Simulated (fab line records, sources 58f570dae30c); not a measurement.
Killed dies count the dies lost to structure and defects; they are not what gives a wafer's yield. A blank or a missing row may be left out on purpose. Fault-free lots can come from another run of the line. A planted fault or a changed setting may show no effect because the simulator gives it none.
A struck lot beside a sound one    flow berkeley_cmos170    15 out of 331 route steps
Sound: these wafers, L472.1, L472.3, L472.6. Wafers L461.1, L461.4, L461.6 were the ones struck. The cause is named last.
Each step with rows lists, per side, the tool, then ch with its chambers, then its first start. Under that, the readings that differ: sound wafers    struck wafers    difference of the means    sigmas: that difference in standard deviations of wafers without a fault.
alike: same words and numbers on both sides, and readings whose means sit less than 2 such deviations apart. not compared: any withheld reading, any reading some wafer has no value for, any bound like >300 that may hide the same value, and any number with overlapping values for which the record gives no deviation.
A row with sigmas, a row that says differs or no value, or rows on one side alone: a step with any of these is where the two part. Numbers that don't overlap but have no deviation are shown without sigmas and don't part them. Lack of a reading on every wafer of one side parts them only where that side has two or more wafers.

first, 1 step without rows for these wafers: UCB170_BACKSIDE_CLEAN_04 (cleans in SPM, time 600 s).
UCB170_SDANNEAL_RTA_00: time 10 s.
  sound on rtp_anneal-01 ch 0, day 11 18:51; struck on rtp_anneal-02 ch 0, day 9 06:13
reading            sound              struck             difference  sigmas
anneal_temp_c_max  903.3 902.1 902.2  906.3 907.1 904.6  +3.5        +2
  alike: lamp_power_pct, wafer_temp_C_max
UCB170_SDANNEAL_RTA_01: time 5 s.
  sound on rtp_anneal-01 ch 0, day 11 18:55; struck on rtp_anneal-02 ch 0, day 9 06:17
reading           sound                 struck                difference  sigmas
wafer_temp_C_max  1052.6 1052.3 1052.9  1058.8 1056.5 1059.3  +5.6        +3
  alike: anneal_temp_c_max, lamp_power_pct
UCB170_SDANNEAL_RS_MEAS_02: the measuring method here is four-point-probe.
  sound on film_metro-02 at day 11 18:58; struck on film_metro-02 at day 9 06:21
reading          sound              struck             difference  sigmas
PSD_RS (ohm/sq)  75.85 75.92 75.97  75.21 75.50 75.20  -0.61       -2
UCB170_SDANNEAL_RS_MEAS_03: the measuring method here is four-point-probe.
  sound on film_metro-02 at day 11 19:05; struck on film_metro-02 at day 9 06:28
  alike: NSD_RS
UCB170_SDANNEAL_RS_MEAS_04: the measuring method here is four-point-probe.
  sound on film_metro-02 at day 11 19:13; struck on film_metro-02 at day 9 06:35
  alike: PLDD_RS
UCB170_SDANNEAL_RS_MEAS_05: the measuring method here is four-point-probe.
  sound on film_metro-02 at day 11 19:20; struck on film_metro-02 at day 9 06:43
  alike: NLDD_RS
then, 1 step without rows for these wafers: UCB170_SILICIDE_PRE_CLEAN_00 (preclean etch time 60 s).
UCB170_SILICIDE_SPUTTER_01: material Ti, target thk 30 nm, time 25 s.
  sound on pvd_sputter-02 at day 11 19:31; struck on pvd_sputter-03 at day 9 06:54
  alike: throttle_valve_pct
UCB170_SILICIDE_RS_MEAS_02: the measuring method here is four-point-probe.
  sound on film_metro-02 at day 11 19:33; struck on film_metro-04 at day 9 06:56
reading                  sound           struck          difference  sigmas
SILICIDE_TI_RS (ohm/sq)  25.6 25.6 25.7  27.3 27.1 26.5  +1.3        +3
UCB170_SILICIDE_THK_MEAS_03: measures by xrf.
  sound on film_metro-02 at day 11 19:40; struck on film_metro-04 at day 9 07:03
reading               sound           struck          difference  sigmas
SILICIDE_TI_THK (nm)  30.2 30.2 30.1  28.5 28.7 29.3  -1.3        -3
UCB170_SILICIDE_RTA_04: time 15 s.
  sound on rtp_anneal-02 ch 0, day 11 19:44; struck on rtp_anneal-01 ch 0, day 9 07:07
reading             sound           struck          difference  sigmas
lamp_power_pct (%)  11.8 11.8 11.8  10.5 10.6 10.5  -1.3        -2
  alike: anneal_temp_c_max, wafer_temp_C_max
UCB170_SILICIDE_WET_ETCH_05: etches Ti in SPM, time 45 s.
  sound on wet_bench-01 ch 0, day 11 19:49; struck on wet_bench-01 ch 3, day 9 07:25
  no value came back on the struck wafers for bath_guard_temp_C (C), bath_heat_duty_pct (%); on the sound wafers bath_guard_temp_C (C) reads 120.3 120.1 120.0
then, 1 step without rows for these wafers: UCB170_CONTACT_CLEAN_00 (cleans in SPM, time 600 s).
UCB170_M3_PROBE_99:
  record: rows for the struck wafers here (prober-01, day 10 09:13), none for the sound ones

## WHERE THEY PART
Last at UCB170_M3_PROBE_99 as far as this record goes, first at UCB170_SDANNEAL_RTA_00.

WHY: what the simulator had put in
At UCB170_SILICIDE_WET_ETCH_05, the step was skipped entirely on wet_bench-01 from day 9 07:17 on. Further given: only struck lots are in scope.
